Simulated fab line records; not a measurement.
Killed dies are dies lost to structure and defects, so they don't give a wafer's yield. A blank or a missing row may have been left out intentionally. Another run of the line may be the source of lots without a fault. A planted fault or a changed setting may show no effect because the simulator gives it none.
fab line records / flow ritCmos
record: lots: 6 wafers: 18 lastDay: 7
route steps=202 shown PSD@149 SDANNEAL@153 NSD@158 PLDD@159 NLDD@160 SILICIDE@161
lots with no fault: from the same line, run without faults
startH: the number of hours between the record's first day and the start of the first shown wafer of the lot / waitH: hours since the lot's step before / " as in the row above / L1.1+2: a single row standing in for several wafers / - no value, or no start was given / * or withheld: withheld / < > ~ a bound
route shown NAME@n: a module of which the file shows steps, and the number in the route of the first / usual: the fault-free wafers' mean and standard deviation / same: alike in all rows / chamber/n: place in a boat / sites: the reading at each site / _std_site: the standard deviation of these / _edge_site: the outer-site mean with the inner-site mean subtracted / radiusMm: how far each site lies from the wafer's centre / mask NAME#n: copy n / behind: the last tool/chamber to shape the wafer / hold: cause of the lot's hold/its duration in hours/its outcome / device: whichever transistor did not switch (one of n, p or np) / end of line: the same wafers' tests at the end of the route / for a step that has no rows: nothing shown but its recipe / killed: count of dies lost to structure and defects at first sort (not the wafer's yield) / map: per-die view of a wafer (x killed, . not killed, _ where there is no die)
set.NAME: the setting the step ran with; set.NAME@STEP: the setting that earlier step ran with / model.NAME: the simulator's own value behind a step, which no gauge read
certain route steps with their lots: each step a table, each wafer a row
services: from which hour (startH, from the record's first day; less than 0 if before it) a tool's chamber was out of use, for how many hours, and why
== steps ==
step: RIT_PSD_HARDBAKE_07
recipe: resist: NOVOLAK tempC: 140 timeS: 60
step: RIT_PSD_IMPLANT_08
recipe: species: BF2 energyKev: 27 doseCm2: 5e+15 tiltDeg: 7
step: RIT_PSD_STRIP_09
recipe: chemistry: O2 timeS: 180 resist: NOVOLAK platenTempC: withheld powerW: 500 pressureMtorr: 4000 o2FlowSccm: 4000
usual: drypumpMotorCurrentA: 5.6/0.47 o2FlowSccm: 4000/13
same: timeS: 180
lot.wafer=L469.1 tool=plasmaAsher-02 chamber=1 startH=51.83 waitH=0.1 drypumpMotorCurrentA=6.2 o2FlowSccm=4004 rfHoursCounterH=42
lot.wafer=L469.2 tool=plasmaAsher-02 chamber=0 startH=51.83 waitH=0.1 drypumpMotorCurrentA=5.2 o2FlowSccm=4026 rfHoursCounterH=42
lot.wafer=L469.5 tool=plasmaAsher-02 chamber=0 startH=51.83 waitH=0.1 drypumpMotorCurrentA=5.2 o2FlowSccm=4013 rfHoursCounterH=-
lot.wafer=L477.3 tool=plasmaAsher-04 chamber=1 startH=88.12 waitH=0.1 drypumpMotorCurrentA=5.4 o2FlowSccm=3988 rfHoursCounterH=-
lot.wafer=L477.4 tool=plasmaAsher-04 chamber=0 startH=88.12 waitH=0.1 drypumpMotorCurrentA=6.0 o2FlowSccm=4012 rfHoursCounterH=-
lot.wafer=L477.6 tool=plasmaAsher-04 chamber=0 startH=88.12 waitH=0.1 drypumpMotorCurrentA=6.0 o2FlowSccm=4000 rfHoursCounterH=-
lot.wafer=L484.1 tool=plasmaAsher-03 chamber=0 startH=125.20 waitH=0.1 drypumpMotorCurrentA=5.0 o2FlowSccm=3984 rfHoursCounterH=45
lot.wafer=L484.2 tool=plasmaAsher-03 chamber=1 startH=125.20 waitH=0.1 drypumpMotorCurrentA=6.1 o2FlowSccm=3981 rfHoursCounterH=45
lot.wafer=L484.4 tool=plasmaAsher-03 chamber=0 startH=125.20 waitH=0.1 drypumpMotorCurrentA=5.0 o2FlowSccm=3988 rfHoursCounterH=-
lot.wafer=L485.1 tool=plasmaAsher-02 chamber=1 startH=130.03 waitH=0.1 drypumpMotorCurrentA=6.2 o2FlowSccm=4006 rfHoursCounterH=1
lot.wafer=L485.4 tool=plasmaAsher-02 chamber=1 startH=130.03 waitH=0.1 drypumpMotorCurrentA=6.2 o2FlowSccm=4007 rfHoursCounterH=-
lot.wafer=L485.5 tool=plasmaAsher-02 chamber=1 startH=130.03 waitH=0.1 drypumpMotorCurrentA=6.2 o2FlowSccm=4008 rfHoursCounterH=-
lot.wafer=L486.1 tool=plasmaAsher-03 chamber=0 startH=134.75 waitH=0.1 drypumpMotorCurrentA=5.0 o2FlowSccm=3987 rfHoursCounterH=46
lot.wafer=L486.2 tool=plasmaAsher-03 chamber=1 startH=134.75 waitH=0.1 drypumpMotorCurrentA=6.1 o2FlowSccm=4014 rfHoursCounterH=46
lot.wafer=L486.5 tool=plasmaAsher-03 chamber=0 startH=134.75 waitH=0.1 drypumpMotorCurrentA=5.0 o2FlowSccm=3995 rfHoursCounterH=-
lot.wafer=L491.1 tool=plasmaAsher-03 chamber=1 startH=158.15 waitH=0.1 drypumpMotorCurrentA=6.1 o2FlowSccm=3992 rfHoursCounterH=49
lot.wafer=L491.3 tool=plasmaAsher-03 chamber=1 startH=158.15 waitH=0.1 drypumpMotorCurrentA=6.1 o2FlowSccm=3999 rfHoursCounterH=-
lot.wafer=L491.4 tool=plasmaAsher-03 chamber=0 startH=158.15 waitH=0.1 drypumpMotorCurrentA=5.0 o2FlowSccm=4004 rfHoursCounterH=-
step: RIT_PSD_TW_MEAS_10
usual: PSD_TW: 3427/23
lot.wafer=L469.1 tool=filmMetro-03 chamber=- startH=52.01 waitH=0.1 PSD_TW=3442
lot.wafer=L469.2 tool=filmMetro-03 chamber=- startH=52.01 waitH=0.1 PSD_TW=3444
lot.wafer=L469.5 tool=filmMetro-03 chamber=- startH=52.01 waitH=0.1 PSD_TW=3447
lot.wafer=L477.3 tool=filmMetro-03 chamber=- startH=88.25 waitH=0.1 PSD_TW=3430
lot.wafer=L477.4 tool=filmMetro-03 chamber=- startH=88.25 waitH=0.1 PSD_TW=3439
lot.wafer=L477.6 tool=filmMetro-03 chamber=- startH=88.25 waitH=0.1 PSD_TW=3438
lot.wafer=L484.1 tool=filmMetro-01 chamber=- startH=125.38 waitH=0.1 PSD_TW=3435
lot.wafer=L484.2 tool=filmMetro-01 chamber=- startH=125.38 waitH=0.1 PSD_TW=3427
lot.wafer=L484.4 tool=filmMetro-01 chamber=- startH=125.38 waitH=0.1 PSD_TW=3452
lot.wafer=L485.1 tool=filmMetro-02 chamber=- startH=130.20 waitH=0.1 PSD_TW=3399
lot.wafer=L485.4 tool=filmMetro-02 chamber=- startH=130.20 waitH=0.1 PSD_TW=3402
lot.wafer=L485.5 tool=filmMetro-02 chamber=- startH=130.20 waitH=0.1 PSD_TW=3401
lot.wafer=L486.1 tool=filmMetro-01 chamber=- startH=134.93 waitH=0.1 PSD_TW=3446
lot.wafer=L486.2 tool=filmMetro-01 chamber=- startH=134.93 waitH=0.1 PSD_TW=3437
lot.wafer=L486.5 tool=filmMetro-01 chamber=- startH=134.93 waitH=0.1 PSD_TW=3435
lot.wafer=L491.1 tool=filmMetro-03 chamber=- startH=158.33 waitH=0.1 PSD_TW=3460
lot.wafer=L491.3 tool=filmMetro-03 chamber=- startH=158.33 waitH=0.1 PSD_TW=3446
lot.wafer=L491.4 tool=filmMetro-03 chamber=- startH=158.33 waitH=0.1 PSD_TW=3443
step: RIT_SDANNEAL_CLEAN_00
recipe: chemistry: SC1 mix: 3:3:50 timeS: 600 tempC: 75
step: RIT_SDANNEAL_CLEAN_01
recipe: chemistry: dHF dilution: 50:1 timeS: 30
step: RIT_SDANNEAL_CLEAN_02
recipe: chemistry: SC2 mix: 3:3:50 timeS: 600 tempC: 75 dry: n2Spin
step: RIT_SDANNEAL_RTA_03
recipe: tempC: 1050 timeS: 5 idleTempC: 600 rampUpCPerS: 342 rampDownCPerS: 171 coolToC: 600 ambient: N2
usual: annealTempCMax: 1054.0/1.2 wafer_temp_C_max: 1053.6/1.2
same: timeS: 5
lot.wafer=L469.1 tool=rtpAnneal-01 chamber=0 startH=52.47 waitH=0.0 annealTempCMax=1055.0 wafer_temp_C_max=1052.9
lot.wafer=L469.2 tool=rtpAnneal-01 chamber=0 startH=52.47 waitH=0.0 annealTempCMax=1055.7 wafer_temp_C_max=1053.3
lot.wafer=L469.5 tool=rtpAnneal-01 chamber=0 startH=52.47 waitH=0.0 annealTempCMax=1055.3 wafer_temp_C_max=1053.9
lot.wafer=L477.3 tool=rtpAnneal-01 chamber=0 startH=88.68 waitH=0.0 annealTempCMax=1054.8 wafer_temp_C_max=1053.7
lot.wafer=L477.4 tool=rtpAnneal-01 chamber=0 startH=88.68 waitH=0.0 annealTempCMax=1054.0 wafer_temp_C_max=1052.1
lot.wafer=L477.6 tool=rtpAnneal-01 chamber=0 startH=88.68 waitH=0.0 annealTempCMax=1054.9 wafer_temp_C_max=1053.7
lot.wafer=L484.1 tool=rtpAnneal-02 chamber=0 startH=125.84 waitH=0.0 annealTempCMax=1052.9 wafer_temp_C_max=1052.4
lot.wafer=L484.2 tool=rtpAnneal-02 chamber=0 startH=125.84 waitH=0.0 annealTempCMax=1052.4 wafer_temp_C_max=1052.2
lot.wafer=L484.4 tool=rtpAnneal-02 chamber=0 startH=125.84 waitH=0.0 annealTempCMax=1052.1 wafer_temp_C_max=1053.8
lot.wafer=L485.1 tool=rtpAnneal-01 chamber=0 startH=130.63 waitH=0.0 annealTempCMax=1053.8 wafer_temp_C_max=1053.8
lot.wafer=L485.4 tool=rtpAnneal-01 chamber=0 startH=130.63 waitH=0.0 annealTempCMax=1056.5 wafer_temp_C_max=1054.8
lot.wafer=L485.5 tool=rtpAnneal-01 chamber=0 startH=130.63 waitH=0.0 annealTempCMax=1056.6 wafer_temp_C_max=1052.9
lot.wafer=L486.1 tool=rtpAnneal-01 chamber=0 startH=135.39 waitH=0.0 annealTempCMax=1055.4 wafer_temp_C_max=1053.6
lot.wafer=L486.2 tool=rtpAnneal-01 chamber=0 startH=135.39 waitH=0.0 annealTempCMax=1054.5 wafer_temp_C_max=1052.6
lot.wafer=L486.5 tool=rtpAnneal-01 chamber=0 startH=135.39 waitH=0.0 annealTempCMax=1054.4 wafer_temp_C_max=1053.4
lot.wafer=L491.1 tool=rtpAnneal-02 chamber=0 startH=158.75 waitH=0.0 annealTempCMax=1052.4 wafer_temp_C_max=1053.8
lot.wafer=L491.3 tool=rtpAnneal-02 chamber=0 startH=158.75 waitH=0.0 annealTempCMax=1053.0 wafer_temp_C_max=1053.3
lot.wafer=L491.4 tool=rtpAnneal-02 chamber=0 startH=158.75 waitH=0.0 annealTempCMax=1052.5 wafer_temp_C_max=1054.7
step: RIT_SDANNEAL_RS_MEAS_04
recipe: thkMeasGauge: four-point-probe
usual: PSD_RS: 115.9/0.36
lot.wafer=L469.1 tool=filmMetro-01 chamber=- startH=52.53 waitH=0.0 PSD_RS[ohm/sq]=116.4
lot.wafer=L469.2 tool=filmMetro-01 chamber=- startH=52.53 waitH=0.0 PSD_RS[ohm/sq]=116.7
lot.wafer=L469.5 tool=filmMetro-01 chamber=- startH=52.53 waitH=0.0 PSD_RS[ohm/sq]=116.4
lot.wafer=L477.3 tool=filmMetro-02 chamber=- startH=88.76 waitH=0.1 PSD_RS[ohm/sq]=115.8
lot.wafer=L477.4 tool=filmMetro-02 chamber=- startH=88.76 waitH=0.1 PSD_RS[ohm/sq]=115.4
lot.wafer=L477.6 tool=filmMetro-02 chamber=- startH=88.76 waitH=0.1 PSD_RS[ohm/sq]=115.8
lot.wafer=L484.1 tool=filmMetro-03 chamber=- startH=125.90 waitH=0.0 PSD_RS[ohm/sq]=115.7
lot.wafer=L484.2 tool=filmMetro-03 chamber=- startH=125.90 waitH=0.0 PSD_RS[ohm/sq]=116.1
lot.wafer=L484.4 tool=filmMetro-03 chamber=- startH=125.90 waitH=0.0 PSD_RS[ohm/sq]=115.7
lot.wafer=L485.1 tool=filmMetro-01 chamber=- startH=130.69 waitH=0.0 PSD_RS[ohm/sq]=116.2
lot.wafer=L485.4 tool=filmMetro-01 chamber=- startH=130.69 waitH=0.0 PSD_RS[ohm/sq]=116.2
lot.wafer=L485.5 tool=filmMetro-01 chamber=- startH=130.69 waitH=0.0 PSD_RS[ohm/sq]=115.9
lot.wafer=L486.1 tool=filmMetro-01 chamber=- startH=135.44 waitH=0.0 PSD_RS[ohm/sq]=116.5
lot.wafer=L486.2 tool=filmMetro-01 chamber=- startH=135.44 waitH=0.0 PSD_RS[ohm/sq]=116.8
lot.wafer=L486.5 tool=filmMetro-01 chamber=- startH=135.44 waitH=0.0 PSD_RS[ohm/sq]=116.1
lot.wafer=L491.1 tool=filmMetro-03 chamber=- startH=158.81 waitH=0.0 PSD_RS[ohm/sq]=116.1
lot.wafer=L491.3 tool=filmMetro-03 chamber=- startH=158.81 waitH=0.0 PSD_RS[ohm/sq]=116.3
lot.wafer=L491.4 tool=filmMetro-03 chamber=- startH=158.81 waitH=0.0 PSD_RS[ohm/sq]=115.9
step: RIT_SDANNEAL_RS_MEAS_05
recipe: thkMeasGauge: four-point-probe
usual: NSD_RS: 84.6/0.35
lot.wafer=L469.1 tool=filmMetro-01 chamber=- startH=52.65 waitH=0.1 NSD_RS[ohm/sq]=84.3
lot.wafer=L469.2 tool=filmMetro-01 chamber=- startH=52.65 waitH=0.1 NSD_RS[ohm/sq]=84.2
lot.wafer=L469.5 tool=filmMetro-01 chamber=- startH=52.65 waitH=0.1 NSD_RS[ohm/sq]=84.4
lot.wafer=L477.3 tool=filmMetro-02 chamber=- startH=88.88 waitH=0.1 NSD_RS[ohm/sq]=84.1
lot.wafer=L477.4 tool=filmMetro-02 chamber=- startH=88.88 waitH=0.1 NSD_RS[ohm/sq]=84.3
lot.wafer=L477.6 tool=filmMetro-02 chamber=- startH=88.88 waitH=0.1 NSD_RS[ohm/sq]=84.3
lot.wafer=L484.1 tool=filmMetro-03 chamber=- startH=126.02 waitH=0.1 NSD_RS[ohm/sq]=84.4
lot.wafer=L484.2 tool=filmMetro-03 chamber=- startH=126.02 waitH=0.1 NSD_RS[ohm/sq]=84.6
lot.wafer=L484.4 tool=filmMetro-03 chamber=- startH=126.02 waitH=0.1 NSD_RS[ohm/sq]=84.7
lot.wafer=L485.1 tool=filmMetro-01 chamber=- startH=130.81 waitH=0.1 NSD_RS[ohm/sq]=85.1
lot.wafer=L485.4 tool=filmMetro-01 chamber=- startH=130.81 waitH=0.1 NSD_RS[ohm/sq]=84.9
lot.wafer=L485.5 tool=filmMetro-01 chamber=- startH=130.81 waitH=0.1 NSD_RS[ohm/sq]=85.0
lot.wafer=L486.1 tool=filmMetro-01 chamber=- startH=135.56 waitH=0.1 NSD_RS[ohm/sq]=84.8
lot.wafer=L486.2 tool=filmMetro-01 chamber=- startH=135.56 waitH=0.1 NSD_RS[ohm/sq]=84.7
lot.wafer=L486.5 tool=filmMetro-01 chamber=- startH=135.56 waitH=0.1 NSD_RS[ohm/sq]=84.5
lot.wafer=L491.1 tool=filmMetro-03 chamber=- startH=158.93 waitH=0.1 NSD_RS[ohm/sq]=84.8
lot.wafer=L491.3 tool=filmMetro-03 chamber=- startH=158.93 waitH=0.1 NSD_RS[ohm/sq]=84.5
lot.wafer=L491.4 tool=filmMetro-03 chamber=- startH=158.93 waitH=0.1 NSD_RS[ohm/sq]=84.8
step: RIT_SDANNEAL_RS_MEAS_06
recipe: thkMeasGauge: four-point-probe
usual: PLDD_RS: 178.7/0.57
lot.wafer=L469.1 tool=filmMetro-01 chamber=- startH=52.77 waitH=0.1 PLDD_RS[ohm/sq]=179.1
lot.wafer=L469.2 tool=filmMetro-01 chamber=- startH=52.77 waitH=0.1 PLDD_RS[ohm/sq]=179.6
lot.wafer=L469.5 tool=filmMetro-01 chamber=- startH=52.77 waitH=0.1 PLDD_RS[ohm/sq]=179.9
lot.wafer=L477.3 tool=filmMetro-02 chamber=- startH=89.00 waitH=0.1 PLDD_RS[ohm/sq]=177.6
lot.wafer=L477.4 tool=filmMetro-02 chamber=- startH=89.00 waitH=0.1 PLDD_RS[ohm/sq]=178.2
lot.wafer=L477.6 tool=filmMetro-02 chamber=- startH=89.00 waitH=0.1 PLDD_RS[ohm/sq]=178.0
lot.wafer=L484.1 tool=filmMetro-03 chamber=- startH=126.14 waitH=0.1 PLDD_RS[ohm/sq]=179.2
lot.wafer=L484.2 tool=filmMetro-03 chamber=- startH=126.14 waitH=0.1 PLDD_RS[ohm/sq]=179.3
lot.wafer=L484.4 tool=filmMetro-03 chamber=- startH=126.14 waitH=0.1 PLDD_RS[ohm/sq]=179.2
lot.wafer=L485.1 tool=filmMetro-01 chamber=- startH=130.93 waitH=0.1 PLDD_RS[ohm/sq]=178.9
lot.wafer=L485.4 tool=filmMetro-01 chamber=- startH=130.93 waitH=0.1 PLDD_RS[ohm/sq]=178.5
lot.wafer=L485.5 tool=filmMetro-01 chamber=- startH=130.93 waitH=0.1 PLDD_RS[ohm/sq]=178.7
lot.wafer=L486.1 tool=filmMetro-01 chamber=- startH=135.68 waitH=0.1 PLDD_RS[ohm/sq]=179.0
lot.wafer=L486.2 tool=filmMetro-01 chamber=- startH=135.68 waitH=0.1 PLDD_RS[ohm/sq]=179.4
lot.wafer=L486.5 tool=filmMetro-01 chamber=- startH=135.68 waitH=0.1 PLDD_RS[ohm/sq]=179.1
lot.wafer=L491.1 tool=filmMetro-03 chamber=- startH=159.05 waitH=0.1 PLDD_RS[ohm/sq]=178.9
lot.wafer=L491.3 tool=filmMetro-03 chamber=- startH=159.05 waitH=0.1 PLDD_RS[ohm/sq]=178.8
lot.wafer=L491.4 tool=filmMetro-03 chamber=- startH=159.05 waitH=0.1 PLDD_RS[ohm/sq]=178.8
step: RIT_SDANNEAL_RS_MEAS_07
recipe: thkMeasGauge: four-point-probe
usual: NLDD_RS: 150.3/0.55
lot.wafer=L469.1 tool=filmMetro-01 chamber=- startH=52.89 waitH=0.1 NLDD_RS[ohm/sq]=151.0
lot.wafer=L469.2 tool=filmMetro-01 chamber=- startH=52.89 waitH=0.1 NLDD_RS[ohm/sq]=150.4
lot.wafer=L469.5 tool=filmMetro-01 chamber=- startH=52.89 waitH=0.1 NLDD_RS[ohm/sq]=150.6
lot.wafer=L477.3 tool=filmMetro-02 chamber=- startH=89.12 waitH=0.1 NLDD_RS[ohm/sq]=150.0
lot.wafer=L477.4 tool=filmMetro-02 chamber=- startH=89.12 waitH=0.1 NLDD_RS[ohm/sq]=150.2
lot.wafer=L477.6 tool=filmMetro-02 chamber=- startH=89.12 waitH=0.1 NLDD_RS[ohm/sq]=149.8
lot.wafer=L484.1 tool=filmMetro-03 chamber=- startH=126.26 waitH=0.1 NLDD_RS[ohm/sq]=150.9
lot.wafer=L484.2 tool=filmMetro-03 chamber=- startH=126.26 waitH=0.1 NLDD_RS[ohm/sq]=151.0
lot.wafer=L484.4 tool=filmMetro-03 chamber=- startH=126.26 waitH=0.1 NLDD_RS[ohm/sq]=151.3
lot.wafer=L485.1 tool=filmMetro-01 chamber=- startH=131.05 waitH=0.1 NLDD_RS[ohm/sq]=150.6
lot.wafer=L485.4 tool=filmMetro-01 chamber=- startH=131.05 waitH=0.1 NLDD_RS[ohm/sq]=150.9
lot.wafer=L485.5 tool=filmMetro-01 chamber=- startH=131.05 waitH=0.1 NLDD_RS[ohm/sq]=150.7
lot.wafer=L486.1 tool=filmMetro-01 chamber=- startH=135.80 waitH=0.1 NLDD_RS[ohm/sq]=149.9
lot.wafer=L486.2 tool=filmMetro-01 chamber=- startH=135.80 waitH=0.1 NLDD_RS[ohm/sq]=149.6
lot.wafer=L486.5 tool=filmMetro-01 chamber=- startH=135.80 waitH=0.1 NLDD_RS[ohm/sq]=149.6
lot.wafer=L491.1 tool=filmMetro-03 chamber=- startH=159.17 waitH=0.1 NLDD_RS[ohm/sq]=150.3
lot.wafer=L491.3 tool=filmMetro-03 chamber=- startH=159.17 waitH=0.1 NLDD_RS[ohm/sq]=150.0
lot.wafer=L491.4 tool=filmMetro-03 chamber=- startH=159.17 waitH=0.1 NLDD_RS[ohm/sq]=150.4
step: RIT_SILICIDE_WET_ETCH_00
recipe: chemistry: BOE target: SiO2 targetDepthNm: 14 timeS: 14.28 dry: n2Spin dilution: 10:1 tempC: 21.5
usual: bathHeatDutyPct: 1.7/0.42 tempC: 21.49/0.097 timeS: 14.28/0
lot.wafer=L469.1 tool=wetBench-01 chamber=0 startH=53.01 waitH=0.1 bathHeatDutyPct=2.6 tempC=21.37 timeS=14.28 model.SiO2_of_FOX2_OXIDATION_00.thkNm=158.3
lot.wafer=L469.2 tool=wetBench-01 chamber=0 startH=53.01 waitH=0.1 bathHeatDutyPct=1.9 tempC=21.42 timeS=14.28 model.SiO2_of_FOX2_OXIDATION_00.thkNm=158.5
lot.wafer=L469.5 tool=wetBench-01 chamber=0 startH=53.01 waitH=0.1 bathHeatDutyPct=1.7 tempC=21.24 timeS=14.28 model.SiO2_of_FOX2_OXIDATION_00.thkNm=156.2
lot.wafer=L477.3 tool=wetBench-03 chamber=3 startH=89.20 waitH=0.1 bathHeatDutyPct=1.6 tempC=21.42 timeS=14.28 model.SiO2_of_FOX2_OXIDATION_00.thkNm=154.9
lot.wafer=L477.4 tool=wetBench-03 chamber=3 startH=89.20 waitH=0.1 bathHeatDutyPct=2.0 tempC=21.54 timeS=14.28 model.SiO2_of_FOX2_OXIDATION_00.thkNm=162.2
lot.wafer=L477.6 tool=wetBench-03 chamber=3 startH=89.20 waitH=0.1 bathHeatDutyPct=2.6 tempC=21.29 timeS=14.28 model.SiO2_of_FOX2_OXIDATION_00.thkNm=160
lot.wafer=L484.1 tool=wetBench-03 chamber=0 startH=126.38 waitH=0.1 bathHeatDutyPct=- tempC=- timeS=- model.SiO2_of_FOX2_OXIDATION_00.thkNm=171.9
lot.wafer=L484.2 tool=wetBench-03 chamber=0 startH=126.38 waitH=0.1 bathHeatDutyPct=- tempC=- timeS=- model.SiO2_of_FOX2_OXIDATION_00.thkNm=166.7
lot.wafer=L484.4 tool=wetBench-03 chamber=0 startH=126.38 waitH=0.1 bathHeatDutyPct=- tempC=- timeS=- model.SiO2_of_FOX2_OXIDATION_00.thkNm=172.3
lot.wafer=L485.1 tool=wetBench-03 chamber=1 startH=131.17 waitH=0.1 bathHeatDutyPct=- tempC=- timeS=- model.SiO2_of_FOX2_OXIDATION_00.thkNm=167.1
lot.wafer=L485.4 tool=wetBench-03 chamber=1 startH=131.17 waitH=0.1 bathHeatDutyPct=- tempC=- timeS=- model.SiO2_of_FOX2_OXIDATION_00.thkNm=164.6
lot.wafer=L485.5 tool=wetBench-03 chamber=1 startH=131.17 waitH=0.1 bathHeatDutyPct=- tempC=- timeS=- model.SiO2_of_FOX2_OXIDATION_00.thkNm=170.7
lot.wafer=L486.1 tool=wetBench-01 chamber=0 startH=135.92 waitH=0.1 bathHeatDutyPct=1.5 tempC=21.44 timeS=14.28 model.SiO2_of_FOX2_OXIDATION_00.thkNm=156
lot.wafer=L486.2 tool=wetBench-01 chamber=0 startH=135.92 waitH=0.1 bathHeatDutyPct=1.7 tempC=21.53 timeS=14.28 model.SiO2_of_FOX2_OXIDATION_00.thkNm=156.2
lot.wafer=L486.5 tool=wetBench-01 chamber=0 startH=135.92 waitH=0.1 bathHeatDutyPct=1.7 tempC=21.61 timeS=14.28 model.SiO2_of_FOX2_OXIDATION_00.thkNm=157.1
lot.wafer=L491.1 tool=wetBench-03 chamber=3 startH=159.29 waitH=0.1 bathHeatDutyPct=1.7 tempC=21.58 timeS=14.28 model.SiO2_of_FOX2_OXIDATION_00.thkNm=140
lot.wafer=L491.3 tool=wetBench-03 chamber=3 startH=159.29 waitH=0.1 bathHeatDutyPct=1.6 tempC=21.54 timeS=14.28 model.SiO2_of_FOX2_OXIDATION_00.thkNm=138.8
lot.wafer=L491.4 tool=wetBench-03 chamber=3 startH=159.29 waitH=0.1 bathHeatDutyPct=1.5 tempC=21.43 timeS=14.28 model.SiO2_of_FOX2_OXIDATION_00.thkNm=142.6
step: RIT_SILICIDE_SPUTTER_01
recipe: material: Ti targetThkNm: 30 powerW: 350 chamberPressurePa: 0.667 gas: Ar timeS: 240 substrateTempC: 25
usual: throttleValvePct: 30.1/0.65
same: timeS: 240
lot.wafer=L469.1 tool=pvdSputter-04 chamber=- startH=53.02 waitH=0.0 throttleValvePct=30.5
lot.wafer=L469.2 tool=pvdSputter-04 chamber=- startH=53.02 waitH=0.0 throttleValvePct=29.5
lot.wafer=L469.5 tool=pvdSputter-04 chamber=- startH=53.02 waitH=0.0 throttleValvePct=30.3
lot.wafer=L477.3 tool=pvdSputter-01 chamber=- startH=89.21 waitH=0.0 throttleValvePct=30.0
lot.wafer=L477.4 tool=pvdSputter-01 chamber=- startH=89.21 waitH=0.0 throttleValvePct=30.5
lot.wafer=L477.6 tool=pvdSputter-01 chamber=- startH=89.21 waitH=0.0 throttleValvePct=31.2
lot.wafer=L484.1 tool=pvdSputter-01 chamber=- startH=126.39 waitH=0.0 throttleValvePct=29.9
lot.wafer=L484.2 tool=pvdSputter-01 chamber=- startH=126.39 waitH=0.0 throttleValvePct=29.7
lot.wafer=L484.4 tool=pvdSputter-01 chamber=- startH=126.39 waitH=0.0 throttleValvePct=30.6
lot.wafer=L485.1 tool=pvdSputter-02 chamber=- startH=131.18 waitH=0.0 throttleValvePct=30.3
lot.wafer=L485.4 tool=pvdSputter-02 chamber=- startH=131.18 waitH=0.0 throttleValvePct=30.2
lot.wafer=L485.5 tool=pvdSputter-02 chamber=- startH=131.18 waitH=0.0 throttleValvePct=30.0
lot.wafer=L486.1 tool=pvdSputter-01 chamber=- startH=135.94 waitH=0.0 throttleValvePct=30.0
lot.wafer=L486.2 tool=pvdSputter-01 chamber=- startH=135.94 waitH=0.0 throttleValvePct=29.7
lot.wafer=L486.5 tool=pvdSputter-01 chamber=- startH=135.94 waitH=0.0 throttleValvePct=30.7
lot.wafer=L491.1 tool=pvdSputter-04 chamber=- startH=159.30 waitH=0.0 throttleValvePct=30.6
lot.wafer=L491.3 tool=pvdSputter-04 chamber=- startH=159.30 waitH=0.0 throttleValvePct=29.6
lot.wafer=L491.4 tool=pvdSputter-04 chamber=- startH=159.30 waitH=0.0 throttleValvePct=29.7
== services ==
tool=rtpAnneal-01 chamber=- startH=32.71 hours=3.2 kind=pm
tool=plasmaAsher-03 chamber=- startH=32.97 hours=16.7 kind=repair
tool=plasmaAsher-04 chamber=- startH=46.32 hours=3.4 kind=repair
tool=pvdSputter-02 chamber=- startH=53.78 hours=10.5 kind=repair
tool=plasmaAsher-03 chamber=- startH=62.75 hours=3.1 kind=repair
tool=plasmaAsher-03 chamber=- startH=66.82 hours=15.6 kind=pm
tool=plasmaAsher-02 chamber=- startH=107.56 hours=3.9 kind=repair
tool=plasmaAsher-04 chamber=- startH=108.75 hours=1.5 kind=repair
tool=plasmaAsher-02 chamber=- startH=111.42 hours=9.0 kind=pm
tool=plasmaAsher-02 chamber=0 startH=111.42 hours=9.0 kind=ventCycle
tool=plasmaAsher-02 chamber=1 startH=111.42 hours=9.0 kind=ventCycle
tool=plasmaAsher-02 chamber=0 startH=120.42 hours=- kind=clean
tool=plasmaAsher-02 chamber=1 startH=120.42 hours=- kind=clean
tool=rtpAnneal-02 chamber=- startH=133.09 hours=5.1 kind=pm
== key ==
firstSign: step: RIT_SILICIDE_WET_ETCH_00 reading: toolRecord direction: missing
effect none on later readings
modelEffect: step: RIT_SILICIDE_WET_ETCH_00 value: SiO2_of_FOX2_OXIDATION_00.thkNm without: 154.3 struck: 168.9
metAt RIT_SILICIDE_WET_ETCH_00
struckWafers L484.1,L484.2,L484.4,L485.1,L485.4,L485.5
laterRowsLeftOut L484.1,L484.2,L484.4,L485.1,L485.4,L485.5
sortLeftOut L484.1,L484.2,L484.4,L485.1,L485.4,L485.5
testerLeftOut L484,L485
onsetBetween 89.20 126.38
fault: kind: skippedStepWhole tool: wetBench-03 chamber: - onsetH: 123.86 steps: RIT_SILICIDE_WET_ETCH_00 scope: struckLotsOnly
testerLeftOut: of these lots the tester's yield and bins aren't shown, on N5 and GAA mostly nor the transistor test; their killed dies are dies lost to structure and defects alone, not to doping, threshold or leakage, so they don't give the yield
sortLeftOut: the simulated sort isn't trusted on such a fault, so these wafers' sort isn't shown, and their yield isn't known
laterRowsLeftOut: the simulator's readings of these wafers behind a module that went badly wrong aren't trusted and aren't shown, but for the sort
